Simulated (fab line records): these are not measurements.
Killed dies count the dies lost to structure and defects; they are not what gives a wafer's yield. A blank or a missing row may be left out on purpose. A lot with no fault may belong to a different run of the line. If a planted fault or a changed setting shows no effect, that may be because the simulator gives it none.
fab line records | flow ritCmos
[record] lots = 6 wafers = 18 lastDay = 6
route steps=202 shown NWELL@35 PWELL@39 WELLDRIVE@50 NRETRO@53 M1@202
lots with no fault: from the same line, run without faults
startH: hours from the record's opening day to when the first of the lot's shown wafers began | waitH: time in hours since the lot's previous step | " repeats the value in the row above | L1.1+2: one row covering several wafers at once | - either no value or no given start | * or withheld: withheld | < > ~ a bound
route shown NAME@n: NAME is a module with steps in the file, n the number in the route of the first one | usual: mean/standard deviation taken from wafers without a fault | same: alike in all rows | chamber/n: place in a boat | sites: per-site readings | _std_site: how widely they spread, as a standard deviation | _edge_site: the outer-site mean with the inner-site mean subtracted | radiusMm: how far each site lies from the wafer's centre | mask NAME#n: copy n | behind: the tool/chamber that last shaped the wafer | hold: reason for holding the lot/hours on hold/outcome of the hold | device: the transistor (n, p or np) that didn't switch | end of line: the same wafers' tests at the end of the route | a step with no rows: only its recipe | killed: count of dies lost to structure and defects at first sort (not the wafer's yield) | map: shows each die of a wafer: x if killed, . if not, _ if none is there
set.NAME: the setting as run; set.NAME@STEP: as run at that earlier step | model.NAME: the simulator's own value behind a step, which no gauge read
lots at some steps of the route; a table a step, a row a wafer
services: when a tool's chamber went out of use (startH, in hours from the record's first day, below 0 if earlier), for how many hours, and the reason
[[steps]]
[step RIT_NWELL_HARDBAKE_07]
[recipe] resist = NOVOLAK tempC = 140 timeS = 120
[step RIT_NWELL_IMPLANT_08]
[recipe] species = P energyKev = 170 doseCm2 = 5e+13 tiltDeg = 7
[step RIT_NWELL_STRIP_09]
[recipe] chemistry = O2 timeS = 180 resist = NOVOLAK platenTempC = withheld powerW = 500 pressureMtorr = 4000 o2FlowSccm = 4000
[usual] drypumpMotorCurrentA = 5.4/0.38
// columns lot.wafer tool chamber startH waitH drypumpMotorCurrentA rfHoursCounterH
L206.1 plasmaAsher-02 0 32.40 0.1 5.3 39
L206.4 " 0 " " 5.3 -
L206.6 " 1 " " 5.7 -
L210.2 plasmaAsher-03 1 51.95 0.1 5.7 41
L210.4 " 1 " " 5.7 -
L210.6 " 0 " " 4.8 -
L215.1 plasmaAsher-03 0 78.32 0.1 4.8 44
L215.2 " 1 " " 5.7 44
L215.4 " 0 " " 4.8 -
L216.1 plasmaAsher-03 0 81.71 0.1 4.8 45
L216.3 " 0 " " 4.8 -
L216.4 " 1 " " 5.7 -
L218.1 plasmaAsher-02 1 90.90 0.1 5.8 46
L218.2 " 0 " " 5.3 46
L218.5 " 1 " " 5.7 -
L222.4 plasmaAsher-02 1 115.79 0.1 5.7 -
L222.5 " 1 " " 5.7 -
L222.6 " 0 " " 5.3 -
[step RIT_NWELL_TW_MEAS_10]
[usual] NWELL_TW = 2135/17
// columns lot.wafer tool chamber startH waitH NWELL_TW
L206.1 filmMetro-03 - 32.57 0.1 2119
L206.4 " - " " 2129
L206.6 " - " " 2107
L210.2 filmMetro-04 - 52.14 0.1 2135
L210.4 " - " " 2142
L210.6 " - " " 2131
L215.1 filmMetro-01 - 78.49 0.1 2162
L215.2 " - " " 2161
L215.4 " - " " 2154
L216.1 filmMetro-04 - 81.88 0.1 2130
L216.3 " - " " 2128
L216.4 " - " " 2125
L218.1 filmMetro-04 - 91.08 0.1 2131
L218.2 " - " " 2127
L218.5 " - " " 2141
L222.4 filmMetro-04 - 115.94 0.1 2135
L222.5 " - " " 2134
L222.6 " - " " 2131
[step RIT_PWELL_HMDS_00]
[recipe] primeTimeS = 60 primeTempC = 140
[step RIT_PWELL_COAT_01]
[recipe] resist = NOVOLAK spinRpm = 2000 resistThkNm = 1300
[step RIT_PWELL_SOFTBAKE_02]
[recipe] resist = NOVOLAK tempC = 90 timeS = 60
[step RIT_PWELL_EXPOSE_03]
[recipe] maskId = M3 na = 0.57 targetCdNm = 43700 doseMj = 250
[step RIT_PWELL_PEB_04]
[recipe] resist = NOVOLAK tempC = withheld timeS = withheld
[step RIT_PWELL_DEVELOP_05]
[recipe] resist = NOVOLAK developTimeS = 68 devTempC = 23
[step RIT_PWELL_OVL_MEAS_06]
[usual] PWELL_OVL = 0.1/1.5
// columns lot.wafer tool chamber startH waitH PWELL_OVL[nm]
L206.1 overlay-01 - 33.64 - 1.5
L206.4 " - " " 0.1
L206.6 " - " " 2.4
L210.2 overlay-01 - 53.38 - -1.5
L210.4 " - " " -0.6
L210.6 " - " " -0.4
L215.1 overlay-01 - 79.69 - 0.7
L215.2 " - " " 1.9
L215.4 " - " " 0.3
L216.1 overlay-02 - 82.95 - 1.0
L216.3 " - " " 0.7
L216.4 " - " " 1.0
L218.1 overlay-02 - 92.14 - 0.9
L218.2 " - " " 0.8
L218.5 " - " " 0.6
L222.4 overlay-01 - 116.99 - -1.6
L222.5 " - " " -2.9
L222.6 " - " " -2.5
[step RIT_PWELL_HARDBAKE_07]
[recipe] resist = NOVOLAK tempC = 140 timeS = 120
[step RIT_PWELL_IMPLANT_08]
[recipe] species = B energyKev = 168.6 doseCm2 = 7e+13 tiltDeg = 7
[usual] beamOnS = 10.02/0.21 doseIonsCm2 = 6.998e+13/7.1e+10 faradayCurrentUA = 222/4.5
// columns lot.wafer tool chamber startH waitH beamOnS doseIonsCm2 faradayCurrentUA
L206.1 implanter-01 0 33.92 0.2 9.81 7.004e+13 226
L206.4 " 0 " " 9.87 6.998e+13 225
L206.6 " 0 " " 9.99 6.996e+13 223
L210.2 implanter-01 0 53.68 0.2 10.01 6.991e+13 222
L210.4 " 0 " " 10.05 6.987e+13 221
L210.6 " 0 " " 9.85 6.996e+13 225
L215.1 implanter-01 0 79.98 0.2 10.17 7.706e+13 240
L215.2 " 0 " " 10.01 7.691e+13 244
L215.4 " 0 " " 9.90 7.687e+13 247
L216.1 implanter-01 0 83.33 0.2 10.10 7.699e+13 241
L216.3 " 0 " " 10.13 7.691e+13 240
L216.4 " 0 " " 9.82 7.701e+13 249
L218.1 implanter-04 0 92.43 0.2 10.01 7.004e+13 220
L218.2 " 0 " " 9.84 7.008e+13 225
L218.5 " 0 " " 9.87 7.013e+13 224
L222.4 implanter-02 0 117.54 0.2 10.25 6.992e+13 216
L222.5 " 0 " " 9.80 6.988e+13 227
L222.6 " 0 " " 10.21 7.005e+13 218
[step RIT_PWELL_STRIP_09]
[recipe] chemistry = O2 timeS = 180 resist = NOVOLAK platenTempC = withheld powerW = 500 pressureMtorr = 4000 o2FlowSccm = 4000
[usual] drypumpMotorCurrentA = 5.5/0.36
// columns lot.wafer tool chamber startH waitH drypumpMotorCurrentA rfHoursCounterH
L206.1 plasmaAsher-02 1 34.07 0.1 5.7 39
L206.4 " 0 " " 5.3 -
L206.6 " 1 " " 5.7 -
L210.2 plasmaAsher-04 1 53.81 0.1 5.5 42
L210.4 " 0 " " 5.7 -
L210.6 " 0 " " 5.8 -
L215.1 plasmaAsher-03 0 80.13 0.1 4.8 45
L215.2 " 1 " " 5.7 45
L215.4 " 0 " " 4.8 -
L216.1 plasmaAsher-03 0 83.48 0.1 4.8 45
L216.3 " 0 " " 4.8 -
L216.4 " 1 " " 5.7 -
L218.1 plasmaAsher-03 0 92.58 0.1 4.8 46
L218.2 " 1 " " 5.7 46
L218.5 " 0 " " 4.8 -
L222.4 plasmaAsher-02 1 117.67 0.1 5.7 -
L222.5 " 1 " " 5.8 -
L222.6 " 0 " " 5.3 -
[step RIT_PWELL_TW_MEAS_10]
[usual] PWELL_TW = 946/8.9
// columns lot.wafer tool chamber startH waitH PWELL_TW
L206.1 filmMetro-04 - 34.25 0.1 947
L206.4 " - " " 951
L206.6 " - " " 950
L210.2 filmMetro-03 - 53.99 0.1 936
L210.4 " - " " 933
L210.6 " - " " 931
L215.1 filmMetro-04 - 80.30 0.1 977
L215.2 " - " " 978
L215.4 " - " " 972
L216.1 filmMetro-01 - 83.65 0.1 988
L216.3 " - " " 993
L216.4 " - " " 993
L218.1 filmMetro-03 - 92.75 0.1 940
L218.2 " - " " 938
L218.5 " - " " 940
L222.4 filmMetro-04 - 117.82 0.1 944
L222.5 " - " " 948
L222.6 " - " " 944
[step RIT_WELLDRIVE_ANNEAL_00]
[recipe] tempC = 1100 timeS = 14700 ambient = N2
[step RIT_WELLDRIVE_RS_MEAS_01]
[recipe] thkMeasGauge = four-point-probe
[usual] NWELL_RS = 275.2/0.72
// columns lot.wafer tool chamber startH waitH NWELL_RS[ohm/sq]
L206.1 filmMetro-01 - 39.39 0.0 274.8
L206.4 " - " " 274.3
L206.6 " - " " 275.3
L210.2 filmMetro-04 - 59.14 0.0 274.3
L210.4 " - " " 274.6
L210.6 " - " " 274.8
L215.1 filmMetro-01 - 85.45 0.0 274.4
L215.2 " - " " 274.2
L215.4 " - " " 274.6
L216.1 filmMetro-01 - 89.59 0.0 274.5
L216.3 " - " " 274.7
L216.4 " - " " 275.1
L218.1 filmMetro-04 - 97.90 0.0 274.5
L218.2 " - " " 274.1
L218.5 " - " " 274.7
L222.4 filmMetro-04 - 122.99 0.1 274.9
L222.5 " - " " 275.7
L222.6 " - " " 275.3
[step RIT_WELLDRIVE_RS_MEAS_02]
[recipe] thkMeasGauge = four-point-probe
[usual] PWELL_RS = 429.6/1.3
// columns lot.wafer tool chamber startH waitH PWELL_RS[ohm/sq]
L206.1 filmMetro-01 - 39.51 0.1 429.9
L206.4 " - " " 430.9
L206.6 " - " " 429.9
L210.2 filmMetro-04 - 59.26 0.1 430.0
L210.4 " - " " 431.0
L210.6 " - " " 431.3
L215.1 filmMetro-01 - 85.57 0.1 404.9
L215.2 " - " " 404.6
L215.4 " - " " 404.4
L216.1 filmMetro-01 - 89.71 0.1 404.5
L216.3 " - " " 403.4
L216.4 " - " " 404.5
L218.1 filmMetro-04 - 98.02 0.1 431.9
L218.2 " - " " 431.1
L218.5 " - " " 430.2
L222.4 filmMetro-04 - 123.11 0.1 430.2
L222.5 " - " " 427.5
L222.6 " - " " 428.5
[step RIT_NRETRO_HMDS_00]
[recipe] primeTimeS = 60 primeTempC = 140
[step RIT_M1_PROBE_99]
[usual] killed_at_M0_to_M3 = 0.0/0.12 killedAtFrontEnd = 7/3.2 killedDies = 7/3.2 killedOpen = 3.6/2.1 killedShort = 3.5/2.1
[same] grossDies = 264 killed_at_M4_up = 0 killedAtBackSide = 0 killedAtContacts = 0 killedAtOther = 0
// columns lot.wafer tool chamber startH waitH killed_at_M0_to_M3 killedAtFrontEnd killedDies killedOpen killedShort model.etest.nmos_0p3.rOnOhmUm model.etest.pwellPinched.rsOhmSq model.etest.pwell.rsOhmSq model.etest.nmosTurned.driveUaUm model.etest.nmos_0p15.driveUaUm model.etest.nmosNarrow.driveUaUm model.etest.nmos_0p3.driveUaUm model.etest.wellEdgeLeft.lineOhmUm
L206.1 prober-01 - 73.67 0.1 0 11 11 9 2 2150 453.5 412.7 336 471.9 229.3 227 185.3
L206.4 prober-01 - 73.82 0.2 1 2 3 0 3 2171 448.9 410.9 331.4 469.7 226.2 229 182.7
L206.6 prober-01 - 73.92 0.2 0 12 12 5 6 2124 450.8 411.1 339.2 480.4 230.4 230.6 183.9
L210.2 prober-02 - 88.87 0.1 0 5 5 3 2 2127 457.8 414.4 336.8 486.5 227.5 225.8 184.7
L210.4 prober-02 - 88.97 0.2 0 7 7 5 2 2094 458.9 415.8 336.9 484.3 231.3 232.4 182.1
L210.6 prober-02 - 89.07 0.2 0 11 11 5 6 2092 454 415.5 335.4 481.6 230.6 231.6 183
L215.1 prober-01 - 115.69 0.1 0 12 12 7 5 2208 424.5 382.2 305.3 465.7 218.6 216 189.2
L215.2 prober-01 - 115.74 0.1 0 3 3 2 1 2188 426.1 384.3 312.2 466.4 220.9 219.2 183.5
L215.4 prober-01 - 115.84 0.2 0 6 6 4 2 2179 422.6 385.3 311.1 461.9 218 217 185.7
L216.1 prober-02 - 120.09 0.1 0 6 6 2 4 2179 424.6 389 305.8 452.1 210.5 210.3 185.6
L216.3 prober-02 - 120.19 0.2 0 6 6 4 2 2198 429.3 393 302.4 446.6 211.8 208.6 187.5
L216.4 prober-02 - 120.24 0.2 0 3 3 2 1 2192 435.1 393.2 314.6 455.6 218.2 216.7 187.8
L218.1 prober-02 - 129.70 0.1 0 7 7 4 3 2083 463.6 416.6 345.8 495.7 244.6 239.2 182.1
L218.2 prober-02 - 129.75 0.1 0 7 7 4 3 2074 458 415.9 340.4 493.1 240.5 238.4 179.6
L218.5 prober-02 - 129.90 0.2 0 5 5 3 2 2084 462 415.8 345 495.1 234 236.1 182.1
L222.4 prober-02 - 153.73 0.2 0 9 9 7 2 2180 462.6 407.8 328.8 458.5 224.3 224.4 182.4
L222.5 prober-02 - 153.78 0.2 0 4 4 4 0 2188 461.5 412.5 335.3 468.2 220 219.6 184
L222.6 prober-02 - 153.83 0.2 0 9 9 5 4 2157 457.5 413.7 335 469.8 223.9 224.3 183.4
// killed by level:class
L206.1 REOX:geometricParticle:open=3 FOX1:geometricParticle:open=2 GATE:geometricParticle:open=2 FOX2:geometricParticle:open=1 GATE:geometricParticle:short=1 SPACER:geometricParticle:short=1 SILICIDE:geometricParticle:open=1
L206.4 GATE:geometricParticle:short=1 SPACER:geometricParticle:short=1 M1:geometricParticle:short=1
L206.6 GATE:geometricParticle:short=3 GATE:geometricParticle:open=3 REOX:geometricParticle:open=2 SILICIDE:geometricParticle:short=2 FOX2:geometricParticle:short=1 PLDD:coatMicrobubblePrinted=1
L210.2 FOX1:geometricParticle:short=1 FOX2:geometricParticle:short=1 FOX2:geometricParticle:open=1 SPACER:geometricParticle:open=1 SILICIDE:geometricParticle:open=1
L210.4 FOX1:geometricParticle:open=3 FOX1:geometricParticle:short=1 GATE:geometricParticle:open=1 SPACER:geometricParticle:open=1 SILICIDE:geometricParticle:short=1
L210.6 FOX1:geometricParticle:open=2 GATE:geometricParticle:short=2 SPACER:geometricParticle:open=2 SILICIDE:geometricParticle:short=2 FOX1:geometricParticle:short=1 GATE:geometricParticle:open=1 REOX:geometricParticle:short=1
L215.1 FOX1:geometricParticle:open=4 FOX1:geometricParticle:short=3 REOX:geometricParticle:short=2 REOX:geometricParticle:open=1 SPACER:geometricParticle:open=1 SILICIDE:geometricParticle:open=1
L215.2 FOX1:geometricParticle:open=1 GATE:geometricParticle:open=1 SPACER:geometricParticle:short=1
L215.4 FOX1:geometricParticle:open=2 REOX:geometricParticle:short=2 SPACER:geometricParticle:open=1 SILICIDE:geometricParticle:open=1
L216.1 GATE:geometricParticle:short=3 FOX2:geometricParticle:open=1 SILICIDE:geometricParticle:open=1 SILICIDE:geometricParticle:short=1
L216.3 REOX:geometricParticle:open=2 REOX:geometricParticle:short=2 GATE:geometricParticle:open=1 SPACER:geometricParticle:open=1
L216.4 FOX2:geometricParticle:open=1 SPACER:geometricParticle:short=1 SPACER:geometricParticle:open=1
L218.1 REOX:geometricParticle:open=3 REOX:geometricParticle:short=2 GATE:geometricParticle:short=1 SILICIDE:geometricParticle:open=1
L218.2 GATE:geometricParticle:open=3 SILICIDE:geometricParticle:short=2 FOX2:geometricParticle:open=1 FOX2:geometricParticle:short=1
L218.5 GATE:geometricParticle:open=2 GATE:geometricParticle:short=1 REOX:geometricParticle:short=1 SILICIDE:geometricParticle:open=1
L222.4 GATE:geometricParticle:open=3 SPACER:geometricParticle:open=3 GATE:geometricParticle:short=1 REOX:geometricParticle:open=1 SPACER:geometricParticle:short=1
L222.5 GATE:geometricParticle:open=2 SPACER:geometricParticle:open=1 SILICIDE:geometricParticle:open=1
L222.6 GATE:geometricParticle:open=3 REOX:geometricParticle:short=2 FOX1:geometricParticle:open=1 FOX2:geometricParticle:short=1 FOX2:geometricParticle:open=1 SPACER:geometricParticle:short=1
[[services]]
// columns tool chamber startH hours kind
plasmaAsher-03 - 9.13 2.8 pm
implanter-01 - 19.52 6.7 repair
implanter-04 - 26.49 6.9 pm
implanter-04 - 37.59 0.6 repair
plasmaAsher-04 - 54.47 2.2 repair
plasmaAsher-04 - 108.75 9.0 pm
plasmaAsher-04 0 108.75 9.0 ventCycle
plasmaAsher-04 1 108.75 9.0 ventCycle
[[key]]
[firstSign] step = RIT_PWELL_IMPLANT_08 reading = doseIonsCm2 direction = up sigmas = 98 usual = 6.998e+13 struck = 7.696e+13
[effect] step = RIT_PWELL_IMPLANT_08 reading = faradayCurrentUA direction = up sigmas = 4.9 usual = 222 struck = 244
[effect] step = RIT_PWELL_TW_MEAS_10 reading = PWELL_TW direction = up sigmas = 4.2 usual = 946 struck = 984
[effect] step = RIT_WELLDRIVE_RS_MEAS_02 reading = PWELL_RS direction = down sigmas = 20 usual = 429.6 struck = 404.4
[modelEffect] step = RIT_M1_PROBE_99 value = etest.nmos_0p3.rOnOhmUm without = 2122 struck = 2191
metAt RIT_PWELL_IMPLANT_08
struckWafers L215.1,L215.2,L215.4,L216.1,L216.3,L216.4
testerLeftOut L215,L216
onsetBetween 53.68 79.98
[fault] kind = processParameterDrift tool = implanter-01 chamber = - onsetH = 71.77 steps = RIT_PWELL_IMPLANT_08 channel = doseCm2 offset = 7e+12 shape = step endH = 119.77 actsIn = theseRecipesOnly stated = 7e+13
// testerLeftOut: of these lots the tester's yield and bins aren't shown, on N5 and GAA mostly nor the transistor test; their killed dies are dies lost to structure and defects alone, not to doping, threshold or leakage, so they don't give the yield
